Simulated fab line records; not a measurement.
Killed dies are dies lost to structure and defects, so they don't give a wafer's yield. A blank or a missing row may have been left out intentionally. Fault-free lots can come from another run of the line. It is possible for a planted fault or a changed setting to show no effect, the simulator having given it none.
A struck lot beside a sound one / flow rit_cmos / 14 out of 202 route steps
Sound: the wafers L417.1, L417.2, L417.6. Wafers struck: L421.3, L421.4, L421.6. The cause is named last.
At each step with rows: each side's tool, then ch and its chambers, then its first start. Under that, the readings that differ: sound wafers / struck wafers / difference of the means / sigmas: that difference in standard deviations of wafers without a fault.
alike: a reading whose means differ by less than 2 such deviations, as well as words and numbers matching on both sides. not compared: withheld readings; readings where some wafer has no value; bounds like >300 that might hide an equal value; numbers whose values overlap and for which the record gives no deviation.
Wherever a step has rows on one side only, a row that says differs or no value, or a row with sigmas, the two part there. Numbers that have no deviation but don't overlap get no sigmas and don't part them. A reading that every wafer of one side lacks parts them only if that side has two wafers or more.

RIT_ACTIVE_BOW_MEAS_00:
  sound: film_metro-03 at day 1 15:00; struck: film_metro-02 at day 2 11:02
  alike: INCOMING_BOW
then, 1 step without rows for these wafers: RIT_ACTIVE_OXIDATION_01 (target thk 46.8 nm, ox time 3290 s).
RIT_ACTIVE_THK_MEAS_02:
  sound: film_metro-03 at day 1 17:03; struck: film_metro-02 at day 2 13:04
  alike: ACTIVE_OXIDE_THK
then, 1 step without rows for these wafers: RIT_ACTIVE_CVD_03 (deposits Si3N4 from SiH2Cl2/NH3, target thk 150 nm, time 1500 s).
RIT_ACTIVE_THK_MEAS_04:
  sound: film_metro-04 at day 1 18:32; struck: film_metro-04 at day 2 14:33
  alike: ACTIVE_NITRIDE_THK
then, 5 steps without rows for these wafers: RIT_ACTIVE_HMDS_05 (prime time 60 s); RIT_ACTIVE_COAT_06 (resist thk 1000 nm); RIT_ACTIVE_SOFTBAKE_07 (time 60 s); RIT_ACTIVE_EXPOSE_08 (exposes mask M1, target cd 1400 nm); RIT_ACTIVE_PEB_09.
RIT_ACTIVE_DEVELOP_10: develop time 50 s.
  sound on litho_track-02 ch 0, day 1 19:00; struck on litho_track-02 ch 0, day 2 15:00
reading=developer_temp_C (C); sound=22.97 23.02 23.03; struck=25.33 25.01 25.36; difference=+2.23; sigmas=+19
RIT_ACTIVE_CD_MEAS_11: the cd target is 1400 nm.
  sound: cd_sem-01 at day 1 19:34; struck: cd_sem-01 at day 2 15:36
reading=cd_nm (nm); sound=1401.1 1399.3 1399.2; struck=1409.0 1407.7 1410.5; difference=+9.2; sigmas=+4
then, 1 step without rows for these wafers: RIT_ACTIVE_HARDBAKE_12 (time 60 s).
RIT_M1_PROBE_99:
  the record holds rows for the sound wafers here (prober-01, day 3 17:25) but none for the struck ones

WHERE THEY PART
At RIT_ACTIVE_DEVELOP_10 first; at RIT_M1_PROBE_99 last (within this record only).

WHY: what had been put in by the simulator
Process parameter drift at RIT_ACTIVE_DEVELOP_10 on litho_track-02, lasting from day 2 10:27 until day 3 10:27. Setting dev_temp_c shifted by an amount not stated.
